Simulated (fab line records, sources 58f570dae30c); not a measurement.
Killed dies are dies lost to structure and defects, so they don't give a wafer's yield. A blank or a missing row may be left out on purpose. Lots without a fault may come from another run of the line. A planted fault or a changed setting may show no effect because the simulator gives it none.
A struck lot beside a sound one | flow berkeley_cmos170 | 17 steps out of a route of 331
Sound: wafers L184.1, L184.4, L184.6. Struck: wafers L193.4, L193.5. (L193.2 of the same lot was not struck and is left out.) The cause comes at the end.
At each step with rows: each side's tool, then ch and its chambers, then its first start. Under that, the readings that differ: sound wafers | struck wafers | difference of the means | sigmas: that difference in standard deviations of wafers without a fault.
alike: readings whose means differ by less than 2 such deviations, and words and numbers that are the same on both sides. not compared: withheld readings, readings that some wafer has no value for, bounds like >300 that may hide the same value, and numbers for which the record gives no deviation and whose values overlap.
The two part at a step that has a row with sigmas, a row that says differs or no value, or rows on one side only. Numbers that don't overlap but have no deviation are shown without sigmas and don't part them. A reading that every wafer of one side lacks parts them only if that side has two wafers or more.

first, 1 step without rows for these wafers: UCB170_M3_SOFTBAKE_06 (time 60 s).
UCB170_M3_STRIP_07: strips in O2.
  sound on plasma_asher-04 ch 0,1, day 9 12:51; struck on plasma_asher-01 ch 0,1, day 11 18:28
  alike: drypump_motor_current_A, oes_product_au, strip_time_to_endpoint_s
  not compared: rf_hours_counter_h
then, 7 steps without rows for these wafers: UCB170_M3_STRIP_08 (strips KrF in DMSO, time 600 s); UCB170_M3_COAT_09; UCB170_M3_COAT_10 (resist thk 900 nm); UCB170_M3_SOFTBAKE_11 (time 60 s); UCB170_M3_EXPOSE_12 (exposes mask METAL3, target cd 700 nm); UCB170_M3_PEB_13; UCB170_M3_DEVELOP_14 (develop time 45 s).
UCB170_M3_CD_MEAS_15: target cd 700 nm.
  sound on cd_sem-02, day 9 15:39; struck on cd_sem-02, day 11 20:36
  alike: cd_nm
UCB170_M3_OVL_MEAS_16:
  sound on overlay-01, day 9 15:46; struck on overlay-01, day 11 20:43
  alike: M3_OVL
UCB170_M3_ETCH_17: etches BARC in N2/H2.
  sound on rie_diel-04 ch 0,2, day 9 15:48; struck on rie_diel-04 ch 1,2, day 11 20:44
  alike: drypump_motor_current_A, oes_product_au, throttle_valve_pct
UCB170_M3_METAL_ETCH_18: etches Al in Cl2/BCl3, stops on SiO2, target depth 1170 nm, time 195 s.
  sound on rie_metal-01 ch 0,1, day 9 15:50; struck on rie_metal-01 ch 1, day 11 20:47
  reading                             | sound             | struck      | difference | sigmas
  oes_product_au (a.u.)               | 0.844 0.845 0.842 | 0.710 0.710 | -0.134     | -10
  model.M3.feature_depth_nm (nm)      | 923.6 939 935.9   | 618.3 622.2 | -312.6     |
  model.KrF_of_M3_COAT_10.thk_nm (nm) | 228.9 185.2 183   | 530 524.8   | +328       |
  model.etch.depth_nm (nm)            | 869 879.8 876.5   | 618.3 622.2 | -254.9     |
  alike: drypump_motor_current_A, throttle_valve_pct
  not compared: rf_hours_counter_h
UCB170_M3_STRIP_19: strips in O2.
  sound on plasma_asher-04 ch 0,1, day 9 16:02; struck on plasma_asher-01 ch 0,1, day 11 20:58
  reading               | sound             | struck      | difference | sigmas
  oes_product_au (a.u.) | 0.558 0.512 0.512 | 0.719 0.719 | +0.192     | +11
  alike: drypump_motor_current_A
  not compared: rf_hours_counter_h
UCB170_M3_CD_MEAS_90: target cd 700 nm.
  sound on cd_sem-01, day 9 16:08; struck on cd_sem-02, day 11 21:05
  reading    | sound       | struck  | difference | sigmas
  cd_nm (nm) | 703 699 698 | 722 720 | +21        | +5
UCB170_M3_BOW_MEAS_20:
  sound on film_metro-03, day 9 16:15; struck on film_metro-04, day 11 21:13
  alike: M3_BOW
UCB170_M3_PROBE_99:
  sound on prober-02, day 9 16:22; struck on prober-01, day 11 21:28
  reading                           | sound | struck | difference | sigmas
  model.etest.antenna_m2.short      | 0 0 0 | 1 1    | +1         |
  model.etest.antenna_m3.over_limit | 0 0 0 | 1 1    | +1         |
  model.etest.antenna_m3.short      | 0 0 0 | 1 1    | +1         |
  model.etest.antenna_m2.over_limit | 0 0 0 | 1 1    | +1         |

WHERE THEY PART
First at UCB170_M3_METAL_ETCH_18; last, within this record, at UCB170_M3_CD_MEAS_90. Later steps at which nothing parts them and some readings are alike: UCB170_M3_BOW_MEAS_20.

WHY: what the simulator had put in
Process parameter drift: rie_metal-01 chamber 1, from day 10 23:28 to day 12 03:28, at UCB170_M3_METAL_ETCH_18. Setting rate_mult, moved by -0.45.
